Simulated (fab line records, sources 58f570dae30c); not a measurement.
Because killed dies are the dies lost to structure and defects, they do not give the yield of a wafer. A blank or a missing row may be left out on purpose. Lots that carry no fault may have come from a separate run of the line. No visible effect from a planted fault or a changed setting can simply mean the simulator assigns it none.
Lot-split experiment :: flow berkeley-cmos170 :: route with 331 steps; 5 lots, 23 wafers read

== ABOUT THE SPLIT ==
At UCB170_M2_METAL_ETCH_18 (etches Al in Cl2/BCl3, stops on SiO2, target depth 1170 nm, time 195 s), the setting icp-w was moved away from the recipe's 600 W on 7 of the 23 wafers read, by -10.1% to +10.4%. This setting was run at the recipe's value on the other wafers.

The file shows no step between the split and the reading.

== THE READING ==
oes-product-au, in a.u., at UCB170_M2_STRIP_19 (strips in O2). Typical for fault-free wafers on this fab line: 0.549 a.u., with standard deviation 0.011 a.u.

wafer: L074.1
tool, chamber at the split: rie-metal-04, 1
icp-w as run, W: 600
against the recipe: recipe
oes-product-au, a.u.: 0.545
against lot-mates on the recipe: -

wafer: L074.3
tool, chamber at the split: rie-metal-04, 1
icp-w as run, W: 600
against the recipe: recipe
oes-product-au, a.u.: 0.547
against lot-mates on the recipe: -

wafer: L074.4
tool, chamber at the split: rie-metal-04, 0
icp-w as run, W: 638.9
against the recipe: +6.5%
oes-product-au, a.u.: 0.502
against lot-mates on the recipe: -0.048

wafer: L074.5
tool, chamber at the split: rie-metal-04, 1
icp-w as run, W: 638.9
against the recipe: +6.5%
oes-product-au, a.u.: 0.520
against lot-mates on the recipe: -0.030

wafer: L074.6
tool, chamber at the split: rie-metal-04, 0
icp-w as run, W: 600
against the recipe: recipe
oes-product-au, a.u.: 0.559
against lot-mates on the recipe: -

wafer: L076.1
tool, chamber at the split: rie-metal-03, 0
icp-w as run, W: 600
against the recipe: recipe
oes-product-au, a.u.: 0.565
against lot-mates on the recipe: -

wafer: L076.2
tool, chamber at the split: rie-metal-03, 1
icp-w as run, W: 600
against the recipe: recipe
oes-product-au, a.u.: 0.554
against lot-mates on the recipe: -

wafer: L076.3
tool, chamber at the split: rie-metal-03, 0
icp-w as run, W: 600
against the recipe: recipe
oes-product-au, a.u.: 0.557
against lot-mates on the recipe: -

wafer: L077.1
tool, chamber at the split: rie-metal-01, 1,0
icp-w as run, W: 600
against the recipe: recipe
oes-product-au, a.u.: 0.556
against lot-mates on the recipe: -

wafer: L077.2
tool, chamber at the split: rie-metal-01, 0
icp-w as run, W: 600
against the recipe: recipe
oes-product-au, a.u.: 0.548
against lot-mates on the recipe: -

wafer: L077.4
tool, chamber at the split: rie-metal-01, 0
icp-w as run, W: 600
against the recipe: recipe
oes-product-au, a.u.: 0.540
against lot-mates on the recipe: -

wafer: L077.5
tool, chamber at the split: rie-metal-01, 1
icp-w as run, W: 600
against the recipe: recipe
oes-product-au, a.u.: 0.555
against lot-mates on the recipe: -

wafer: L077.6
tool, chamber at the split: rie-metal-01, 1,0
icp-w as run, W: 600
against the recipe: recipe
oes-product-au, a.u.: 0.540
against lot-mates on the recipe: -

wafer: L079.1
tool, chamber at the split: rie-metal-03, 1
icp-w as run, W: 662.5
against the recipe: +10.4%
oes-product-au, a.u.: 0.482
against lot-mates on the recipe: -0.076

wafer: L079.2
tool, chamber at the split: rie-metal-03, 0
icp-w as run, W: 600
against the recipe: recipe
oes-product-au, a.u.: 0.559
against lot-mates on the recipe: -

wafer: L079.4
tool, chamber at the split: rie-metal-03, 1
icp-w as run, W: 600
against the recipe: recipe
oes-product-au, a.u.: 0.561
against lot-mates on the recipe: -

wafer: L079.5
tool, chamber at the split: rie-metal-03, 1
icp-w as run, W: 600
against the recipe: recipe
oes-product-au, a.u.: 0.553
against lot-mates on the recipe: -

wafer: L079.6
tool, chamber at the split: rie-metal-03, 0
icp-w as run, W: 662.5
against the recipe: +10.4%
oes-product-au, a.u.: 0.504
against lot-mates on the recipe: -0.054

wafer: L083.1
tool, chamber at the split: rie-metal-04, 1
icp-w as run, W: 539.4
against the recipe: -10.1%
oes-product-au, a.u.: 0.615
against lot-mates on the recipe: +0.078

wafer: L083.2
tool, chamber at the split: rie-metal-04, 0
icp-w as run, W: 600
against the recipe: recipe
oes-product-au, a.u.: 0.534
against lot-mates on the recipe: -

wafer: L083.3
tool, chamber at the split: rie-metal-04, 1
icp-w as run, W: 600
against the recipe: recipe
oes-product-au, a.u.: 0.540
against lot-mates on the recipe: -

wafer: L083.5
tool, chamber at the split: rie-metal-04, 1
icp-w as run, W: 539.4
against the recipe: -10.1%
oes-product-au, a.u.: 0.615
against lot-mates on the recipe: +0.078

wafer: L083.6
tool, chamber at the split: rie-metal-04, 0
icp-w as run, W: 539.4
against the recipe: -10.1%
oes-product-au, a.u.: 0.600
against lot-mates on the recipe: +0.063
If several chambers appear in one row, that row covers several wafers at once and the file leaves open which wafer was in which chamber.

FIT RESULTS
A straight line over all 23 wafers: oes-product-au changes by -0.00579 a.u. for each +1% of icp-w; r = -0.96; the points scatter about the line by 0.0093 a.u.
The same after taking each lot's own level away (the mean of its wafers on the recipe; 23 wafers): -0.00671 a.u. for each +1%; r = -0.98; scatter 0.0074 a.u.
That fit puts the effect of the largest move of icp-w on the reading at 0.07 a.u.
Across the lots, their own levels run from 0.5370 to 0.5587 a.u., a range of 2.0 times the standard deviation given above.
Hence the slope depends on the lot-to-lot level, as the two fits are not the same.
Check: with one of the wafers moved furthest among these (+10.4%) left out of the fit, the line predicts -0.0664 a.u. for it against its lot-mates. It came out at -0.0757 a.u. against them.

== FURTHER SPLITS ON THESE WAFERS ==
Other splits were also applied to these wafers ahead of the reading. Each is held against what the fit with the lots' levels taken away leaves over:
other split on the same wafers: UCB170_M1_SPUTTER_00 time-s
wafers away from the commonest value: 5
r with oes-product-au (lot level and that fit taken away): +0.04

other split on the same wafers: UCB170_M2_SPUTTER_01 power-w
wafers away from the commonest value: 8
r with oes-product-au (lot level and that fit taken away): -0.08

== THE WHOLE CHAIN: every reading that the file lists as answering this split, in the file's order ==
step: UCB170_M2_METAL_ETCH_18
what it does: etches Al in Cl2/BCl3, stops on SiO2, target depth 1170 nm, time 195 s
reading: KrF_of_M2_COAT_10.thk-nm (the simulator's own value, which no gauge read)
change (the file's fit): -6.77 nm for each +1% of the setting
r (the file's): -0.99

step: UCB170_M2_STRIP_19
what it does: strips in O2
reading: oes-product-au
change (the file's fit): -0.00658 a.u. for each +1% of the setting
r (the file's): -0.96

== FILE'S OWN FIT ==
oes-product-au changes by -0.00658 a.u. for each +1% of icp-w, r = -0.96.
